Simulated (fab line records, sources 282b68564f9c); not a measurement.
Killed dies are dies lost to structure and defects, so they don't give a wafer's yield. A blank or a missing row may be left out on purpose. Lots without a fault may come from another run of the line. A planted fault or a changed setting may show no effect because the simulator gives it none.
A struck lot beside a sound one | flow rit_cmos | 17 steps out of a route of 202
Sound: wafers L361.1, L361.2, L361.3. Struck: wafers L367.1, L367.4, L367.6. The cause comes at the end.
At each step with rows: each side's tool, then ch and its chambers, then its first start. Under that, the readings that differ: sound wafers | struck wafers | difference of the means | sigmas: that difference in standard deviations of wafers without a fault.
alike: readings whose means differ by less than 2 such deviations, and words and numbers that are the same on both sides. not compared: withheld readings, readings that some wafer has no value for, bounds like >300 that may hide the same value, and numbers for which the record gives no deviation and whose values overlap.
The two part at a step that has a row with sigmas, a row that says differs or no value, or rows on one side only. Numbers that don't overlap but have no deviation are shown without sigmas and don't part them. A reading that every wafer of one side lacks parts them only if that side has two wafers or more.

first, 1 step without rows for these wafers: RIT_PRETRO_DEVELOP_05 (develop time 68 s).
RIT_PRETRO_OVL_MEAS_06:
  sound on overlay-02, day 2 10:22; struck on overlay-02, day 3 17:17
  alike: PRETRO_OVL
then, 2 steps without rows for these wafers: RIT_PRETRO_HARDBAKE_07 (time 120 s); RIT_PRETRO_IMPLANT_08.
RIT_PRETRO_STRIP_09: strips in O2, time 180 s.
  sound on plasma_asher-04 ch 0,1, day 2 10:48; struck on plasma_asher-04 ch 0,1, day 3 17:56
  alike: drypump_motor_current_A, rf_refl_power_W
  not compared: rf_hours_counter_h
RIT_PRETRO_TW_MEAS_10:
  sound on film_metro-01, day 2 10:58; struck on film_metro-03, day 3 18:07
  reading   | sound       | struck      | difference | sigmas
  PRETRO_TW | 474 472 473 | 481 483 483 | +9         | +3
then, 5 steps without rows for these wafers: RIT_GATE_WET_ETCH_00 (etches SiO2 in BOE, target depth 56 nm, time 60 s); RIT_GATE_CLEAN_01 (cleans in SC1, time 600 s); RIT_GATE_CLEAN_02 (cleans in dHF, time 30 s); RIT_GATE_CLEAN_03 (cleans in SC2, time 600 s); RIT_GATE_CLEAN_04 (cleans in dHF, time 60 s).
RIT_FOX2_THK_MEAS_91:
  sound on film_metro-04, day 2 11:27; struck on film_metro-01, day 3 18:46
  alike: FIELD_OXIDE_LEFT_2_THK
RIT_GATE_OXIDATION_05: target thk 3 nm, ox time 270 s.
  sound on furnace-03 ch 0, day 2 13:15; struck on furnace-01 ch 0, day 3 19:03
  reading                                     | sound                | struck              | difference | sigmas
  spike_tc_centre_C (C)                       | 903.5 902.8 902.5    | 917.6 917.5 919.4   | +15.2      | +16
  spike_tc_load_C (C)                         | 922.6 924.5 922.5    | 943.2 942.7 942.0   | +19.4      | +8
  spike_tc_source_C (C)                       | 918.6 918.8 919.5    | 939.1 939.2 939.8   | +20.4      | +7
  tube_center_temp_C (C)                      | 900.09 899.84 900.12 | 915.07 915.1 915.07 | +15.06     | +99 or more
  tube_center_temp_C_max                      | 903.1 901.9 902.2    | 916.9 917.5 917.1   | +14.8      | +39
  zone_power_load_pct (%)                     | 27.3 27.1 27.2       | 28.4 29.0 28.8      | +1.5       | +3
  model.SiO2_of_GATE_OXIDATION_05.thk_nm (nm) | 3.012 2.949 2.977    | 3.726 3.641 3.744   | +0.724     |
then, 1 step without rows for these wafers: RIT_GATE_ANNEAL_06 (time 600 s).
RIT_GATE_THK_MEAS_07:
  sound on film_metro-01, day 2 15:13; struck on film_metro-04, day 3 21:41
  reading             | sound          | struck         | difference | sigmas
  GATE_OXIDE_THK (nm) | 3.03 2.99 2.98 | 3.70 3.68 3.72 | +0.70      | +10
then, 1 step without rows for these wafers: RIT_GATE_CVD_08 (deposits poly-Si from SiH4, target thk 250 nm, time 2220 s).
RIT_M1_PROBE_99:
  sound on prober-02, day 3 16:56; struck on prober-02, day 4 20:26
  reading                             | sound             | struck            | difference | sigmas
  model.etest.pmos_0p3.r_on_ohm_um    | 6463 6339 6404    | 7355 7136 7456    | +914       |
  model.etest.nmos_0p3.r_on_ohm_um    | 2252 2164 2175    | 2509 2472 2530    | +307       |
  model.etest.nmos_0p15.drive_ua_um   | 438.9 464.6 454.9 | 383.8 389.3 379.1 | -68.7      |
  model.etest.nmos_narrow.drive_ua_um | 226.4 232.9 227   | 167.9 171.9 165.2 | -60.4      |
  model.etest.nmos_0p3.drive_ua_um    | 221 228.6 224.1   | 165.9 171.8 164   | -57.3      |
  alike: killed_at_contacts, killed_at_front_end, killed_dies, killed_open, killed_short
  not compared: model.etest.pmos_turned.r_on_ohm_um, model.etest.pmos_0p15.r_on_ohm_um, model.etest.nmos_0p15.r_on_ohm_um

WHERE THEY PART
First at RIT_PRETRO_TW_MEAS_10; last, within this record, at RIT_GATE_THK_MEAS_07. Later steps at which nothing parts them and some readings are alike: RIT_M1_PROBE_99.

WHY: what the simulator had put in
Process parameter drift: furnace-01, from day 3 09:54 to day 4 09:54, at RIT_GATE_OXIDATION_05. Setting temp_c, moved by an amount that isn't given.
